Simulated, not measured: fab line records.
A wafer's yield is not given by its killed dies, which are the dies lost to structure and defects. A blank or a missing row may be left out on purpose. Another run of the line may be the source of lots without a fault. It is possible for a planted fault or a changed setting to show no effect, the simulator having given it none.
A lot that was struck, set against a sound lot    flow ritCmos    27 steps out of a route of 202
Sound: wafers L694.2, L694.3, L694.5. Struck: wafer L699.6 (L699.3, L699.5, from the same lot, were not struck and are left out); the cause is given at the end.
For every step that has rows: the tool of each side, followed by ch and its chambers, followed by its first start. Under that, the readings that differ: sound wafers    struck wafers    difference of the means    sigmas: that difference in standard deviations of wafers without a fault.
alike: same words and numbers on both sides, and readings whose means sit less than 2 such deviations apart. not compared: any withheld reading, any reading some wafer has no value for, any bound like >300 that may hide the same value, and any number with overlapping values for which the record gives no deviation.
The two part at a step that has a row with sigmas, a row that says differs or no value, or rows on one side only. Numbers that have no deviation but don't overlap get no sigmas and don't part them. A reading that every wafer of one side lacks parts them only if that side has two wafers or more.

first, 1 step without rows for these wafers: RIT_ACTIVE_OXIDATION_01 (target thk 46.8 nm, ox time 3360 s).
RIT_ACTIVE_THK_MEAS_02:
  sound on filmMetro-04, day 3 04:04; struck on filmMetro-02, day 4 05:55
reading                sound           struck  difference  sigmas
ACTIVE_OXIDE_THK (nm)  47.4 48.1 47.1  45.4    -2.1        -3
then, 1 step without rows for these wafers: RIT_ACTIVE_CVD_03 (deposits Si3N4 from SiH2Cl2/NH3, target thk 150 nm, time 1500 s).
RIT_ACTIVE_THK_MEAS_04:
  sound on filmMetro-02, day 3 05:32; struck on filmMetro-03, day 4 07:23
reading                  sound              struck  difference  sigmas
ACTIVE_NITRIDE_THK (nm)  150.0 150.0 149.3  152.6   +2.8        +2
then, 6 steps without rows for these wafers: RIT_ACTIVE_HMDS_05 (prime time 60 s); RIT_ACTIVE_COAT_06 (resist thk 1000 nm); RIT_ACTIVE_SOFTBAKE_07 (time 60 s); RIT_ACTIVE_EXPOSE_08 (exposes mask M1, target cd 1400 nm); RIT_ACTIVE_PEB_09; RIT_ACTIVE_DEVELOP_10 (develop time 50 s).
RIT_ACTIVE_CD_MEAS_11: target cd 1400 nm.
  sound on cdSem-02, day 3 06:28; struck on cdSem-01, day 4 08:19
  alike: cdNm
then, 1 step without rows for these wafers: RIT_ACTIVE_HARDBAKE_12 (time 60 s).
RIT_ACTIVE_ETCH_13: etches Si3N4 in SF6, stops on SiO2, time 210 s, target depth 210 nm.
  sound on rieDiel-01 ch 0,2, day 3 06:43; struck on rieDiel-04 ch 1, day 4 08:33
reading                                       sound              struck   difference  sigmas
overEtchFrac                                  0.4 0.4 0.4        0.46631  +0.06631    
model.NOVOLAK_of_ACTIVE_COAT_06.thkNm (nm)    652.2 655.4 658.9  644.9    -10.6       
model.SiO2_of_ACTIVE_OXIDATION_01.thkNm (nm)  47.33 47.59 47.17  42.57    -4.79       
model.ACTIVE.featureDepthNm (nm)              150 150.4 149.5    155.4    +5.4        
  alike: drypumpMotorCurrentA, oesProductAu, throttleValvePct
  not compared: rfHoursCounterH
RIT_ACTIVE_STRIP_14: strips in O2, time 180 s.
  sound on plasmaAsher-02 ch 1, day 3 06:50; struck on plasmaAsher-02 ch 0, day 4 08:44
  alike: drypumpMotorCurrentA
  not compared: rfHoursCounterH
RIT_ACTIVE_CD_MEAS_90: target cd 1400 nm.
  sound on cdSem-02, day 3 07:02; struck on cdSem-01, day 4 08:54
  alike: cdNm
then, 4 steps without rows for these wafers: RIT_ACTIVE_CLEAN_15 (cleans in SC1, time 600 s); RIT_ACTIVE_CLEAN_16 (cleans in dHF, time 30 s); RIT_ACTIVE_CLEAN_17 (cleans in SC2, time 600 s); RIT_FOX1_OXIDATION_00 (target thk 350.7 nm, ox time 1130 s).
RIT_FOX1_THK_MEAS_01:
  sound on filmMetro-03, day 3 09:48; struck on filmMetro-01, day 4 12:23
reading              sound        struck  difference  sigmas
FOX1_OXIDE_THK (nm)  338 340 337  354     +16         +2
then, 2 steps without rows for these wafers: RIT_FOX1_WET_ETCH_02 (etches SiO2 in BOE, target depth 350 nm, time 390 s); RIT_FOX2_OXIDATION_00 (target thk 350.7 nm, ox time 1130 s).
RIT_FOX2_THK_MEAS_01:
  sound on filmMetro-02, day 3 11:18; struck on filmMetro-01, day 4 13:53
  alike: FOX2_OXIDE_THK
then, 1 step without rows for these wafers: RIT_FOX2_CLEAN_02 (cleans in dHF, time 180 s).
RIT_FOX2_WET_ETCH_03: etches Si3N4 in H3PO4, target depth 195 nm, time 2700 s.
  sound on wetBench-04 ch 2, day 3 11:25; struck on wetBench-03 ch 3, day 4 13:59
reading                                       sound              struck  difference  sigmas
bathGuardTempC (C)                            164.7 164.8 164.8  166.0   +1.2        +2
bathHeatDutyPct (%)                           33 30 30           24      -7          -2
model.SiO2_of_ACTIVE_OXIDATION_01.thkNm (nm)  41.89 42.14 41.75  37.87   -4.06       
RIT_FOX2_THK_MEAS_90:
  sound on filmMetro-02, day 3 12:14; struck on filmMetro-01, day 4 14:46
  alike: FIELD_OXIDE_LEFT_1_THK
RIT_M1_PROBE_99:
  sound wafers here have rows in the record (prober-02, day 5 03:58); struck ones have none

WHERE THEY PART
Last at RIT_M1_PROBE_99 as far as this record goes, first at RIT_ACTIVE_THK_MEAS_02.

WHY: what had been put in by the simulator
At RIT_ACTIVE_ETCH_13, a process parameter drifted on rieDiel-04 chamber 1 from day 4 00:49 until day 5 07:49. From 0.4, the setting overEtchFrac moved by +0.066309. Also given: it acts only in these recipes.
